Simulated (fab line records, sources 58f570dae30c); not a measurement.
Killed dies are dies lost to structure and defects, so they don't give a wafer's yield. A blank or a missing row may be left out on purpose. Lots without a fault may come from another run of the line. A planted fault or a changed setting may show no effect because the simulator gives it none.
Tool commonality check | flow berkeley_cmos170 | 13 lots, 39 wafers sampled

WHY IT WAS OPENED
At UCB170_CONTACT_THK_MEAS_02 the reading CONTACT_PSG_THK is flagged on 1 of 13 lots. Wafers without a fault read 701 nm, standard deviation 5.7.
Rule: a lot is flagged when every wafer of it that has a number lies more than 4 standard deviations from that mean, or none has a number. The other lots count as sound.

lot  | measured     | on            | CONTACT_PSG_THK (nm), wafer by wafer | flag
L524 | day 8 13:22  | film_metro-02 | 698 700 700                          |
L522 | day 8 15:08  | film_metro-01 | 706 711 704                          |
L521 | day 8 15:10  | film_metro-02 | 708 708 708                          |
L523 | day 8 15:12  | film_metro-02 | 703 700 703                          |
L526 | day 8 23:52  | film_metro-04 | 720 711 711                          |
L525 | day 9 06:32  | film_metro-01 | 699 697 690                          |
L529 | day 9 07:06  | film_metro-02 | 696 696 697                          |
L528 | day 9 09:14  | film_metro-04 | 699 703 708                          |
L532 | day 9 21:58  | film_metro-04 | 689 694 696                          |
L531 | day 9 23:22  | film_metro-02 | 746 747 749                          | FLAGGED
L534 | day 10 09:27 | film_metro-02 | 698 696 700                          |
L541 | day 11 14:44 | film_metro-02 | 707 697 701                          |
L542 | day 12 07:11 | film_metro-04 | 704 705 710                          |
The numbers of the flagged lots are 747 nm on average: +46 nm against the usual, or +8 standard deviations.

WHICH TOOL RAN EACH LOT
The record holds 1 process step before the reading, out of a route of 331 steps. In each cell: the tool, then ch and the chambers that the sampled wafers went through, then the start.
lot  | flag    | UCB170_CONTACT_CVD_01
L524 |         | lpcvd-01 ch 0, day 8 11:34
L522 |         | lpcvd-01 ch 0, day 8 13:21
L521 |         | lpcvd-01 ch 1, day 8 13:21
L523 |         | lpcvd-01 ch 0, day 8 13:21
L526 |         | lpcvd-02 ch 0, day 8 22:05
L525 |         | lpcvd-01 ch 0, day 9 03:52
L529 |         | lpcvd-02 ch 0, day 9 05:19
L528 |         | lpcvd-01 ch 1, day 9 06:32
L532 |         | lpcvd-01 ch 1, day 9 20:10
L531 | FLAGGED | lpcvd-02 ch 0, day 9 21:32
L534 |         | lpcvd-01 ch 0, day 10 07:40
L541 |         | lpcvd-01 ch 1, day 11 12:57
L542 |         | lpcvd-01 ch 1, day 12 05:23
What these steps do:
- UCB170_CONTACT_CVD_01: deposits PSG from SiH4/O2/PH3, target thk 700 nm, time 2820 s.
- UCB170_CONTACT_THK_MEAS_02

FLAGGED OVER TOTAL, TOOL BY TOOL (the gauges that took the reading come last)
step                       | tool          | lots run | flagged | share of the flagged lots | sound lots run after its first flagged lot
UCB170_CONTACT_CVD_01      | lpcvd-01      | 10       | 0       | none                      | -
UCB170_CONTACT_CVD_01      | lpcvd-02      | 3        | 1       | all                       | 0
UCB170_CONTACT_THK_MEAS_02 | film_metro-01 | 2        | 0       | none                      | -
UCB170_CONTACT_THK_MEAS_02 | film_metro-02 | 7        | 1       | all                       | 2 (L534,L541)
UCB170_CONTACT_THK_MEAS_02 | film_metro-04 | 4        | 0       | none                      | -

WHAT THE TABLE ALLOWS
2 rows of the table ran every flagged lot: lpcvd-02 at UCB170_CONTACT_CVD_01, film_metro-02 at UCB170_CONTACT_THK_MEAS_02.
- lpcvd-02 at UCB170_CONTACT_CVD_01: 1 of its 3 lots flagged. Its last sound lot is L529 (day 9 05:19), its first flagged lot L531 (day 9 21:32): a fault that began between those two fits.
- film_metro-02 at UCB170_CONTACT_THK_MEAS_02: 1 of its 7 lots flagged. Sound lots ran on it after the first flagged one (L534, L541), which a lasting fault on the whole tool wouldn't allow.
One tool is left: lpcvd-02 at UCB170_CONTACT_CVD_01.

WHAT THE SIMULATOR HAD PUT IN
Process parameter drift: lpcvd-02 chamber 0, from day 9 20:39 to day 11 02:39, at UCB170_CONTACT_CVD_01. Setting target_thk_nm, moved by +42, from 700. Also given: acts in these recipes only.
Lots struck among those shown: L531. The rule above found the same.
